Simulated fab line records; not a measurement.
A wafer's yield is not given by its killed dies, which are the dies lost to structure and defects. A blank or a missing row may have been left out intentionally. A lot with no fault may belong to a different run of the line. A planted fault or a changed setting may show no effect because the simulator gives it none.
fab line records    flow rit-cmos
[record] lots = 13  wafers = 39  last-day = 7
route steps=202 shown NWELL@37 PSD@157 NLDD@160 SILICIDE@165 M1@202
lots with no fault: from the same line, run without faults
start-h: start of the lot's first displayed wafer, in hours after the record's first day    wait-h: hours elapsed since this lot's preceding step    " the same as in the row above    L1.1+2: a row that stands for several wafers    - value missing, or start not given    * or withheld: withheld    < > ~ a bound
route shown NAME@n: names a module that has steps shown in the file, with the first one's number in the route    usual: average and standard deviation across the fault-free wafers    same: alike in all rows    chamber/n: place in a boat    sites: per-site readings    _std_site: how widely they spread, as a standard deviation    _edge_site: inner sites' mean taken away from outer sites' mean    radius-mm: how far each site lies from the wafer's centre    mask NAME#n: copy n    behind: the most recent tool/chamber to have shaped the wafer    hold: why the lot was held/for how many hours/how that ended    device: the n, p or np transistor that did not switch    end of line: the same wafers' tests at the end of the route    a step given without rows: its recipe and nothing more    killed: dies that structure and defects cost at the first sort, which is not the same as the wafer's yield    map: dies across one wafer; x = killed, . = not, _ = none there
set.NAME: the setting as run; set.NAME@STEP: as run at that earlier step    model.NAME: the simulator's own value behind a step, which no gauge read
the route's steps for a sample of lots (tables are steps, rows are wafers)
services: from which hour (start-h, from the record's first day; less than 0 if before it) a tool's chamber was out of use, for how many hours, and why
[[steps]]
[step RIT_NWELL_STRIP_09]
[recipe] chemistry = O2  time-s = 180  resist = NOVOLAK  platen-temp-c = withheld  power-w = 500  pressure-mtorr = 4000  o2-flow-sccm = 4000
[usual] drypump-motor-current-A = 5.9/0.48
lot.wafer  tool             chamber  start-h  wait-h  drypump-motor-current-A  rf-hours-counter-h
L749.2     plasma-asher-01  1        26.90    0.1     5.2                      22
L749.5     "                0        "        "       6.2                      -
L749.6     "                1        "        "       5.2                      -
L750.2     plasma-asher-02  0        31.00    0.1     6.4                      39
L750.3     "                1        "        "       6.5                      -
L750.6     "                1        "        "       6.5                      -
L751.2     plasma-asher-01  1        35.93    0.1     5.2                      23
L751.3     "                0        "        "       6.2                      -
L751.5     "                1        "        "       5.2                      -
L752.1     plasma-asher-01  1        40.89    0.1     5.2                      24
L752.2     "                0        "        "       6.2                      24
L752.4     "                0        "        "       6.2                      -
L753.3     plasma-asher-02  0        44.96    0.1     6.4                      -
L753.4     "                1        "        "       6.5                      -
L753.6     "                1        "        "       6.5                      -
L754.1     plasma-asher-01  1        47.58    0.1     5.2                      25
L754.3     "                0        "        "       6.2                      -
L754.5     "                0        "        "       6.2                      -
L764.1     plasma-asher-01  1        100.89   0.1     5.2                      32
L764.4     "                0        "        "       6.2                      -
L764.5     "                0        "        "       6.2                      -
L765.1     plasma-asher-04  1        106.31   0.1     5.6                      41
L765.3     "                0        "        "       5.9                      -
L765.4     "                1        "        "       5.6                      -
L766.1     plasma-asher-02  1        106.51   0.1     6.5                      49
L766.2     "                0        "        "       6.4                      49
L766.4     "                0        "        "       6.4                      -
L767.3     plasma-asher-04  1        112.50   0.1     5.6                      -
L767.4     "                0        "        "       5.9                      -
L767.6     "                1        "        "       5.6                      -
L768.1     plasma-asher-04  0        117.62   0.1     5.9                      42
L768.2     "                1        "        "       5.6                      42
L768.5     "                1        "        "       5.6                      -
L770.2     plasma-asher-04  1        126.75   0.1     5.6                      43
L770.3     "                1        "        "       5.6                      -
L770.6     "                1        "        "       5.6                      -
L771.1     plasma-asher-04  0        134.41   0.1     5.9                      44
L771.2     "                1        "        "       5.6                      44
L771.5     "                0        "        "       5.9                      -
[step RIT_SDANNEAL_RS_MEAS_04]
[recipe] thk-meas-gauge = four-point-probe
[usual] PSD_RS = 116.1/0.35
lot.wafer  tool           chamber  start-h  wait-h  PSD_RS[ohm/sq]
L749.2     film-metro-04  -        60.37    0.1     115.4
L749.5     "              -        "        "       115.7
L749.6     "              -        "        "       115.6
L750.2     film-metro-02  -        69.28    0.1     116.3
L750.3     "              -        "        "       116.2
L750.6     "              -        "        "       116.4
L751.2     film-metro-03  -        72.89    0.1     116.4
L751.3     "              -        "        "       116.6
L751.5     "              -        "        "       116.4
L752.1     film-metro-04  -        76.78    0.0     116.2
L752.2     "              -        "        "       115.9
L752.4     "              -        "        "       116.3
L753.3     film-metro-02  -        79.01    0.1     116.1
L753.4     "              -        "        "       116.2
L753.6     "              -        "        "       116.4
L754.1     film-metro-02  -        81.81    0.0     115.9
L754.3     "              -        "        "       115.5
L754.5     "              -        "        "       115.8
L764.1     film-metro-02  -        134.29   0.0     115.9
L764.4     "              -        "        "       116.2
L764.5     "              -        "        "       115.9
L765.1     film-metro-02  -        137.29   0.0     116.0
L765.3     "              -        "        "       115.8
L765.4     "              -        "        "       115.9
L766.1     film-metro-03  -        140.11   0.0     116.4
L766.2     "              -        "        "       116.6
L766.4     "              -        "        "       116.9
L767.3     film-metro-04  -        145.74   0.1     116.0
L767.4     "              -        "        "       116.3
L767.6     "              -        "        "       116.3
L768.1     film-metro-04  -        149.59   0.0     116.2
L768.2     "              -        "        "       116.1
L768.5     "              -        "        "       116.2
L770.2     film-metro-03  -        159.67   0.1     116.4
L770.3     "              -        "        "       116.2
L770.6     "              -        "        "       116.2
L771.1     film-metro-02  -        164.73   0.0     115.4
L771.2     "              -        "        "       115.8
L771.5     "              -        "        "       115.7
[step RIT_SDANNEAL_RS_MEAS_07]
[recipe] thk-meas-gauge = four-point-probe
[usual] NLDD_RS = 151.9/0.6
lot.wafer  tool           chamber  start-h  wait-h  NLDD_RS[ohm/sq]
L749.2     film-metro-04  -        60.73    0.1     150.9
L749.5     "              -        "        "       150.5
L749.6     "              -        "        "       150.9
L750.2     film-metro-02  -        69.64    0.1     152.3
L750.3     "              -        "        "       152.2
L750.6     "              -        "        "       151.9
L751.2     film-metro-03  -        73.25    0.1     152.4
L751.3     "              -        "        "       152.2
L751.5     "              -        "        "       152.2
L752.1     film-metro-04  -        77.14    0.1     151.8
L752.2     "              -        "        "       151.9
L752.4     "              -        "        "       152.1
L753.3     film-metro-02  -        79.37    0.1     152.2
L753.4     "              -        "        "       151.5
L753.6     "              -        "        "       151.9
L754.1     film-metro-02  -        82.17    0.1     151.7
L754.3     "              -        "        "       152.0
L754.5     "              -        "        "       151.7
L764.1     film-metro-02  -        134.65   0.1     151.6
L764.4     "              -        "        "       151.3
L764.5     "              -        "        "       152.0
L765.1     film-metro-02  -        137.65   0.1     151.7
L765.3     "              -        "        "       151.3
L765.4     "              -        "        "       151.6
L766.1     film-metro-03  -        140.47   0.1     152.1
L766.2     "              -        "        "       152.4
L766.4     "              -        "        "       151.9
L767.3     film-metro-04  -        146.10   0.1     151.1
L767.4     "              -        "        "       150.7
L767.6     "              -        "        "       150.9
L768.1     film-metro-04  -        149.95   0.1     151.8
L768.2     "              -        "        "       152.6
L768.5     "              -        "        "       151.7
L770.2     film-metro-03  -        160.03   0.1     152.7
L770.3     "              -        "        "       152.4
L770.6     "              -        "        "       152.6
L771.1     film-metro-02  -        165.09   0.1     151.9
L771.2     "              -        "        "       152.9
L771.5     "              -        "        "       152.3
[step RIT_SILICIDE_RTA_04]
[recipe] temp-c = 650  time-s = 10  idle-temp-c = 25  ramp-up-s = 5  ramp-down-s = 5  cool-to-c = 25  ambient = N2
[usual] wafer_temp_C_max = 652.5/0.62
lot.wafer  tool           chamber  start-h  wait-h  wafer_temp_C_max
L749.2     rtp-anneal-02  0        61.18    0.1     653.2
L749.5     "              0        "        "       653.0
L749.6     "              0        "        "       652.3
L750.2     rtp-anneal-01  0        70.09    0.1     651.7
L750.3     "              0        "        "       652.0
L750.6     "              0        "        "       650.7
L751.2     rtp-anneal-02  0        73.70    0.1     652.5
L751.3     "              0        "        "       652.7
L751.5     "              0        "        "       653.5
L752.1     rtp-anneal-01  0        77.60    0.1     652.1
L752.2     "              0        "        "       652.1
L752.4     "              0        "        "       651.9
L753.3     rtp-anneal-02  0        79.81    0.1     652.0
L753.4     "              0        "        "       651.7
L753.6     "              0        "        "       652.8
L754.1     rtp-anneal-01  0        82.64    0.1     652.1
L754.3     "              0        "        "       651.8
L754.5     "              0        "        "       653.2
L764.1     rtp-anneal-01  0        135.11   0.1     651.6
L764.4     "              0        "        "       651.5
L764.5     "              0        "        "       652.7
L765.1     rtp-anneal-02  0        138.11   0.1     652.1
L765.3     "              0        "        "       653.1
L765.4     "              0        "        "       653.6
L766.1     rtp-anneal-01  0        140.93   0.1     651.9
L766.2     "              0        "        "       652.5
L766.4     "              0        "        "       652.3
L767.3     rtp-anneal-02  0        146.54   0.1     652.9
L767.4     "              0        "        "       652.6
L767.6     "              0        "        "       651.9
L768.1     rtp-anneal-01  0        150.41   0.1     652.0
L768.2     "              0        "        "       651.8
L768.5     "              0        "        "       652.8
L770.2     rtp-anneal-01  0        160.48   0.1     652.4
L770.3     "              0        "        "       652.6
L770.6     "              0        "        "       651.4
L771.1     rtp-anneal-02  0        165.55   0.1     653.1
L771.2     "              0        "        "       652.5
L771.5     "              0        "        "       653.4
[step RIT_M1_PROBE_99]
[usual] killed_at_M0_to_M3 = 0.0/0.16  killed-at-contacts = 0.1/0.24  killed-at-front-end = 7/3.2  killed-dies = 7/3.2  killed-open = 3.4/2  killed-short = 3.5/2.2
[same] gross-dies = 264  killed_at_M4_up = 0  killed-at-back-side = 0  killed-at-other = 0
lot.wafer  tool       chamber  start-h  wait-h  killed_at_M0_to_M3  killed-at-contacts  killed-at-front-end  killed-dies  killed-open  killed-short
L749.2     prober-01  -        68.24    0.1     0                   1                   3                    4            1            3
L749.5     prober-01  -        68.39    0.2     0                   0                   4                    4            2            2
L749.6     prober-01  -        68.44    0.2     0                   0                   6                    6            2            4
L750.2     prober-02  -        77.86    0.1     0                   0                   7                    7            2            5
L750.3     prober-02  -        77.91    0.2     0                   0                   10                   10           5            5
L750.6     prober-02  -        78.06    0.2     0                   0                   8                    8            1            7
L751.2     prober-02  -        80.47    0.1     0                   0                   8                    8            5            3
L751.3     prober-02  -        80.52    0.2     0                   0                   6                    6            4            2
L751.5     prober-02  -        80.62    0.2     0                   0                   6                    6            2            4
L752.1     prober-01  -        84.45    0.1     0                   0                   4                    4            3            1
L752.2     prober-01  -        84.50    0.1     0                   0                   2                    2            2            0
L752.4     prober-01  -        84.60    0.2     0                   0                   4                    4            3            1
L753.3     prober-02  -        86.58    0.2     0                   0                   8                    8            5            3
L753.4     prober-02  -        86.63    0.2     0                   0                   11                   11           5            6
L753.6     prober-02  -        86.73    0.2     0                   0                   12                   12           6            6
L754.1     prober-01  -        89.50    0.1     0                   0                   5                    5            3            2
L754.3     prober-01  -        89.60    0.2     0                   0                   6                    6            2            4
L754.5     prober-01  -        89.70    0.2     0                   1                   3                    4            3            1
L764.1     prober-01  -        142.11   0.1     0                   0                   9                    9            4            5
L764.4     prober-01  -        142.26   0.2     0                   0                   40                   40           3            2
L764.5     prober-01  -        142.31   0.2     0                   0                   41                   41           1            2
L765.1     prober-02  -        145.08   0.1     0                   0                   7                    7            2            5
L765.3     prober-02  -        145.18   0.2     0                   0                   5                    5            1            4
L765.4     prober-02  -        145.23   0.2     1                   0                   16                   17           10           7
L766.1     prober-01  -        147.50   0.1     0                   0                   8                    8            4            4
L766.2     prober-01  -        147.55   0.1     0                   0                   5                    5            4            1
L766.4     prober-01  -        147.65   0.2     0                   0                   13                   13           9            4
L767.3     prober-02  -        153.19   0.2     0                   0                   9                    9            3            6
L767.4     prober-02  -        153.24   0.2     0                   0                   4                    4            3            1
L767.6     prober-02  -        153.34   0.2     0                   0                   7                    7            5            2
L768.1     prober-01  -        157.44   0.1     0                   0                   5                    5            4            1
L768.2     prober-01  -        157.49   0.1     0                   0                   2                    2            1            1
L768.5     prober-01  -        157.64   0.2     0                   0                   3                    3            0            3
L770.2     prober-01  -        167.26   0.1     0                   1                   2                    3            0            3
L770.3     prober-01  -        167.31   0.2     0                   0                   7                    7            6            1
L770.6     prober-01  -        167.46   0.2     0                   0                   13                   13           6            7
L771.1     prober-02  -        172.23   0.1     0                   0                   3                    3            3            0
L771.2     prober-02  -        172.28   0.1     0                   0                   4                    4            1            3
L771.5     prober-02  -        172.43   0.2     0                   0                   4                    4            3            1
// killed by level:class
L749.2 SPACER:geometric-particle:short=2 GATE:geometric-particle:open=1 CONTACT:geometric-particle:short=1
L749.5 GATE:geometric-particle:short=2 FOX2:geometric-particle:open=1 GATE:geometric-particle:open=1
L749.6 GATE:geometric-particle:open=2 GATE:geometric-particle:short=2 REOX:geometric-particle:short=1 SPACER:geometric-particle:short=1
L750.2 GATE:geometric-particle:short=2 SILICIDE:geometric-particle:short=2 SPACER:geometric-particle:open=1 SPACER:geometric-particle:short=1 SILICIDE:geometric-particle:open=1
L750.3 GATE:geometric-particle:open=3 SPACER:geometric-particle:short=2 FOX1:geometric-particle:short=1 FOX2:geometric-particle:short=1 REOX:geometric-particle:open=1 SPACER:geometric-particle:open=1 SILICIDE:geometric-particle:short=1
L750.6 REOX:geometric-particle:short=3 GATE:geometric-particle:short=2 FOX2:geometric-particle:open=1 FOX2:geometric-particle:short=1 SILICIDE:geometric-particle:short=1
L751.2 GATE:geometric-particle:short=2 SPACER:geometric-particle:open=2 FOX1:geometric-particle:open=1 FOX1:geometric-particle:short=1 GATE:geometric-particle:open=1 SILICIDE:geometric-particle:open=1
L751.3 SILICIDE:geometric-particle:open=2 FOX2:geometric-particle:open=1 GATE:geometric-particle:short=1 SPACER:geometric-particle:open=1 SILICIDE:geometric-particle:short=1
L751.5 GATE:geometric-particle:short=3 GATE:geometric-particle:open=2 SPACER:geometric-particle:short=1
L752.1 GATE:geometric-particle:open=1 REOX:geometric-particle:short=1 REOX:geometric-particle:open=1 SPACER:geometric-particle:open=1
L752.2 GATE:geometric-particle:open=1 SPACER:geometric-particle:open=1
L752.4 FOX1:geometric-particle:open=1 GATE:geometric-particle:open=1 SPACER:geometric-particle:short=1 SILICIDE:geometric-particle:open=1
L753.3 GATE:geometric-particle:short=2 GATE:geometric-particle:open=2 FOX1:geometric-particle:open=1 FOX2:geometric-particle:open=1 REOX:geometric-particle:open=1 SPACER:geometric-particle:short=1
L753.4 SPACER:geometric-particle:short=3 FOX2:geometric-particle:short=2 SPACER:geometric-particle:open=2 GATE:geometric-particle:short=1 GATE:geometric-particle:open=1 REOX:geometric-particle:open=1 SILICIDE:geometric-particle:open=1
L753.6 SPACER:geometric-particle:open=4 SILICIDE:geometric-particle:short=3 FOX1:geometric-particle:open=1 FOX2:geometric-particle:short=1 GATE:geometric-particle:open=1 REOX:geometric-particle:short=1 SPACER:geometric-particle:short=1
L754.1 FOX1:geometric-particle:short=1 FOX1:geometric-particle:open=1 GATE:geometric-particle:short=1 GATE:geometric-particle:open=1 SPACER:geometric-particle:open=1
L754.3 SILICIDE:geometric-particle:short=3 FOX2:geometric-particle:open=1 REOX:geometric-particle:short=1 SILICIDE:geometric-particle:open=1
L754.5 FOX1:geometric-particle:short=1 SPACER:geometric-particle:open=1 SILICIDE:geometric-particle:open=1 CONTACT:geometric-particle:open=1
L764.1 FOX2:geometric-particle:short=2 FOX1:geometric-particle:short=1 FOX2:geometric-particle:open=1 GATE:geometric-particle:open=1 REOX:geometric-particle:open=1 SPACER:geometric-particle:short=1 SPACER:geometric-particle:open=1 SILICIDE:geometric-particle:short=1
L764.4 NWELL:unspecified=35 FOX1:geometric-particle:open=1 FOX2:geometric-particle:open=1 GATE:geometric-particle:short=1 REOX:geometric-particle:short=1 REOX:geometric-particle:open=1
L764.5 NWELL:unspecified=38 FOX1:geometric-particle:short=1 GATE:geometric-particle:short=1 SPACER:geometric-particle:open=1
L765.1 FOX1:geometric-particle:short=2 GATE:geometric-particle:short=2 REOX:geometric-particle:open=1 SILICIDE:geometric-particle:short=1 SILICIDE:geometric-particle:open=1
L765.3 REOX:geometric-particle:short=2 FOX2:geometric-particle:short=1 FOX1:geometric-particle:short=1 REOX:geometric-particle:open=1
L765.4 REOX:geometric-particle:open=4 FOX1:geometric-particle:short=3 FOX1:geometric-particle:open=3 GATE:geometric-particle:open=2 GATE:geometric-particle:short=1 REOX:geometric-particle:short=1 SPACER:geometric-particle:short=1 SILICIDE:geometric-particle:open=1
L766.1 FOX1:geometric-particle:open=2 FOX2:geometric-particle:short=2 GATE:geometric-particle:short=1 REOX:geometric-particle:open=1 REOX:geometric-particle:short=1 SPACER:geometric-particle:open=1
L766.2 GATE:geometric-particle:open=3 FOX1:geometric-particle:open=1 SILICIDE:geometric-particle:short=1
L766.4 REOX:geometric-particle:open=3 FOX2:geometric-particle:open=2 GATE:geometric-particle:short=2 GATE:geometric-particle:open=2 FOX1:geometric-particle:open=1 REOX:geometric-particle:short=1 SILICIDE:geometric-particle:open=1 SILICIDE:geometric-particle:short=1
L767.3 SPACER:geometric-particle:short=2 SILICIDE:geometric-particle:short=2 GATE:geometric-particle:open=1 GATE:geometric-particle:short=1 REOX:geometric-particle:short=1 SPACER:geometric-particle:open=1 SILICIDE:geometric-particle:open=1
L767.4 GATE:geometric-particle:open=2 GATE:geometric-particle:short=1 SILICIDE:geometric-particle:open=1
L767.6 GATE:geometric-particle:open=2 FOX2:geometric-particle:short=1 FOX2:geometric-particle:open=1 GATE:geometric-particle:short=1 SPACER:geometric-particle:open=1 SILICIDE:geometric-particle:open=1
L768.1 GATE:geometric-particle:open=2 FOX2:geometric-particle:open=1 GATE:geometric-particle:short=1 SPACER:geometric-particle:open=1
L768.2 FOX1:geometric-particle:open=1 REOX:geometric-particle:short=1
L768.5 REOX:geometric-particle:short=1 SPACER:geometric-particle:short=1 SILICIDE:geometric-particle:short=1
L770.2 GATE:geometric-particle:short=1 SPACER:geometric-particle:short=1 CONTACT:geometric-particle:short=1
L770.3 SPACER:geometric-particle:open=2 FOX1:geometric-particle:open=1 GATE:geometric-particle:open=1 REOX:geometric-particle:open=1 REOX:geometric-particle:short=1 SILICIDE:geometric-particle:open=1
L770.6 SPACER:geometric-particle:short=3 FOX1:geometric-particle:open=2 GATE:geometric-particle:short=2 SPACER:geometric-particle:open=2 GATE:geometric-particle:open=1 REOX:geometric-particle:short=1 SILICIDE:geometric-particle:open=1 SILICIDE:geometric-particle:short=1
L771.1 FOX2:geometric-particle:open=1 GATE:geometric-particle:open=1 REOX:geometric-particle:open=1
L771.2 FOX2:geometric-particle:short=2 FOX2:geometric-particle:open=1 SILICIDE:geometric-particle:short=1
L771.5 FOX1:geometric-particle:open=1 GATE:geometric-particle:short=1 GATE:geometric-particle:open=1 REOX:geometric-particle:open=1
[[services]]
tool             chamber  start-h  hours  kind
plasma-asher-04  -        46.63    28.1   pm
plasma-asher-04  -        86.48    2.8    pm
plasma-asher-02  -        108.75   9.0    pm
plasma-asher-02  0        108.75   9.0    vent-cycle
plasma-asher-02  1        108.75   9.0    vent-cycle
plasma-asher-01  -        114.96   0.6    repair
plasma-asher-02  0        117.75   -      clean
plasma-asher-02  1        117.75   -      clean
plasma-asher-02  -        160.97   0.9    repair
[[key]]
[first-sign] step = RIT_M1_PROBE_99  reading = killed-at-front-end  direction = up  sigmas = 10  usual = 7  struck = 40
[effect] step = RIT_M1_PROBE_99  reading = killed-dies  direction = up  sigmas = 10  usual = 7  struck = 40
met-at RIT_NWELL_STRIP_09
struck-lots L764
struck-wafers L764.4,L764.5
tester-left-out L764
not-acting-at RIT_SDANNEAL_RS_MEAS_04,RIT_SDANNEAL_RS_MEAS_07,RIT_SILICIDE_RTA_04
onset-between 47.58 100.89
[fault] kind = chamber-particle-source  tool = plasma-asher-01  chamber = 0  onset-h = 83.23  steps = RIT_NWELL_STRIP_09  rate-per-visit-cm2 = 1.2594  end-h = 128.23
// tester-left-out: of these lots the tester's yield and bins aren't shown, on N5 and GAA mostly nor the transistor test; their killed dies are dies lost to structure and defects alone, not to doping, threshold or leakage, so they don't give the yield
